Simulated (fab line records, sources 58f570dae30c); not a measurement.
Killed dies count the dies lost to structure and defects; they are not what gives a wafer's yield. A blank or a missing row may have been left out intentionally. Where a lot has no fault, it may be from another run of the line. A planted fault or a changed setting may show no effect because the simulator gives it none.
What tool caused it? + flow berkeley-cmos170 + Sampling: 14 lots, 42 wafers, 4 of 331 route steps

WHAT THE GAUGES READ, wafer by wafer
UCB170_PWELL_OVL_MEAS_13.
| lot  | measured    | on         | PWELL_OVL (nm) |
|------|-------------|------------|----------------|
| L715 | day 2 22:47 | overlay-01 | 3 6 -1         |
| L716 | day 3 07:44 | overlay-02 | 1 -1 -3        |
| L717 | day 3 13:25 | overlay-02 | -4 -1 -6       |
| L719 | day 3 18:26 | overlay-01 | 4 2 -1         |
| L718 | day 3 18:39 | overlay-02 | -9 -4 -2       |
| L720 | day 4 07:34 | overlay-02 | 2 2 4          |
| L721 | day 4 07:46 | overlay-02 | 2 5 0          |
| L722 | day 4 07:49 | overlay-01 | 2 -5 -3        |
| L723 | day 5 01:51 | overlay-01 | -1 1 5         |
| L725 | day 5 07:20 | overlay-01 | -6 -3 -5       |
| L727 | day 5 16:25 | overlay-02 | 5 -4 0         |
| L729 | day 6 01:28 | overlay-02 | -6 1 -2        |
| L728 | day 6 01:30 | overlay-02 | -1 0 -1        |
| L736 | day 7 06:59 | overlay-01 | 3 0 5          |

UCB170_WELLDRIVE_THK_MEAS_02.
| lot  | measured    | on            | WELLDRIVE_OXIDE_THK (nm) |
|------|-------------|---------------|--------------------------|
| L715 | day 3 10:06 | film-metro-04 | 198 197 197              |
| L716 | day 3 20:46 | film-metro-02 | 191 192 192              |
| L717 | day 4 02:03 | film-metro-03 | 203 204 207              |
| L719 | day 4 06:49 | film-metro-04 | 206 206 206              |
| L718 | day 4 06:49 | film-metro-03 | 200 199 201              |
| L720 | day 4 18:49 | film-metro-03 | 206 207 204              |
| L721 | day 4 18:50 | film-metro-04 | 198 203 199              |
| L722 | day 4 18:50 | film-metro-02 | 199 203 201              |
| L723 | day 5 15:56 | film-metro-02 | 198 196 197              |
| L725 | day 5 21:53 | film-metro-02 | 196 197 199              |
| L727 | day 6 05:23 | film-metro-03 | 194 194 195              |
| L729 | day 6 13:08 | film-metro-03 | 177 173 176              |
| L728 | day 6 13:08 | film-metro-04 | 178 176 175              |
| L736 | day 7 21:36 | film-metro-03 | 198 196 198              |

UCB170_ACTIVE_THK_MEAS_03.
| lot  | measured    | on            | ACTIVE_OXIDE_THK (nm) |
|------|-------------|---------------|-----------------------|
| L715 | day 4 00:19 | film-metro-03 | 26.4 26.7 26.7        |
| L716 | day 4 07:14 | film-metro-01 | 27.1 27.0 27.0        |
| L717 | day 4 10:56 | film-metro-01 | 25.9 25.9 25.9        |
| L719 | day 4 16:43 | film-metro-03 | 25.8 25.6 25.7        |
| L718 | day 4 16:43 | film-metro-01 | 25.8 25.5 25.7        |
| L720 | day 5 06:00 | film-metro-04 | 26.3 26.4 26.1        |
| L721 | day 5 06:04 | film-metro-03 | 26.9 27.0 26.7        |
| L722 | day 5 06:01 | film-metro-01 | 26.5 26.3 26.3        |
| L723 | day 6 01:58 | film-metro-01 | 26.5 26.4 26.8        |
| L725 | day 6 08:05 | film-metro-04 | 26.1 25.7 25.7        |
| L727 | day 6 13:17 | film-metro-03 | 26.3 26.5 26.1        |
| L729 | day 6 21:28 | film-metro-04 | 26.0 25.9 25.9        |
| L728 | day 6 21:28 | film-metro-03 | 26.3 26.6 26.1        |
| L736 | day 8 07:53 | film-metro-01 | 26.2 26.6 26.1        |

WHAT TOOL EACH LOT RAN ON (gives the tool, then ch and the chambers of the sampled wafers, and finally the start)
| lot  | UCB170_WELLDRIVE_OXIDATION_01 |
|------|-------------------------------|
| L715 | furnace-03 ch 0, day 3 06:35  |
| L716 | furnace-03 ch 0, day 3 17:16  |
| L717 | furnace-01 ch 0, day 3 22:33  |
| L719 | furnace-01 ch 0, day 4 03:18  |
| L718 | furnace-01 ch 0, day 4 03:18  |
| L720 | furnace-02 ch 0, day 4 15:19  |
| L721 | furnace-02 ch 0, day 4 15:19  |
| L722 | furnace-02 ch 0, day 4 15:19  |
| L723 | furnace-01 ch 0, day 5 12:19  |
| L725 | furnace-03 ch 0, day 5 18:23  |
| L727 | furnace-03 ch 0, day 6 01:53  |
| L729 | furnace-03 ch 0, day 6 09:38  |
| L728 | furnace-03 ch 0, day 6 09:38  |
| L736 | furnace-01 ch 0, day 7 18:06  |
- UCB170_WELLDRIVE_OXIDATION_01: target thk 199 nm, ox time 9000 s.

AS READ BY THE TOOLS THEMSELVES (means over the sampled wafers that have a number; for cases with no such wafer, the mark the record gives instead)
UCB170_WELLDRIVE_OXIDATION_01.
| lot  | tool       | spike-tc-centre-C (C) |
|------|------------|-----------------------|
| L715 | furnace-03 | 1102.5                |
| L716 | furnace-03 | 1102.2                |
| L717 | furnace-01 | 1102.9                |
| L719 | furnace-01 | 1102.8                |
| L718 | furnace-01 | 1104.3                |
| L720 | furnace-02 | 1103.0                |
| L721 | furnace-02 | 1103.4                |
| L722 | furnace-02 | 1102.4                |
| L723 | furnace-01 | 1104.7                |
| L725 | furnace-03 | 1102.5                |
| L727 | furnace-03 | 1103.7                |
| L729 | furnace-03 | 1102.2                |
| L728 | furnace-03 | 1102.8                |
| L736 | furnace-01 | 1103.3                |

THE ANSWER, worked out from the rows above alone
Rule: usual is defined by the lots themselves. The widest of any qualifying gaps counts: lots, ordered by their means at a reading, are off when they make up no more than a third of the lots, leave a main group of 4 or more, and stand apart from it by 3 or more times the standard deviation of that group's means. A main group whose means are all the same, to the digits that the tables above print for the reading, isn't used. Also off: a lot with no number at a reading for which 4 or more lots have one. Where the step has rows for the other lots, those lots are counted as sound. First the gauges in route order, then the tools' own readings, where a lot's mean is used as printed above. At the first step where some lot is off, the reading lying furthest off is the one used; lots without a number count as furthest.
Off: at UCB170_WELLDRIVE_THK_MEAS_02 (WELLDRIVE_OXIDE_THK), L729, L728. For the main group the mean is 199 nm and the standard deviation 4.3.
If a tool, at a process step before that reading, ran all the lots that are off and no sound lot after the first of them, it fits. Those tools and the gauges at UCB170_WELLDRIVE_THK_MEAS_02 are tried in the same way. One fits: UCB170_WELLDRIVE_OXIDATION_01 on furnace-03. A fault onset in the window from L727 (day 6 01:53, its last sound lot) to L728 (day 6 09:38, its first lot off) fits.

WHAT HAD BEEN PUT IN BY THE SIMULATOR
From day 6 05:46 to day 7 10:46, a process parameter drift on furnace-03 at UCB170_WELLDRIVE_OXIDATION_01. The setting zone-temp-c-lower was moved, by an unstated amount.
Struck lots among those shown: L729, L728. The rule given above showed the same thing.
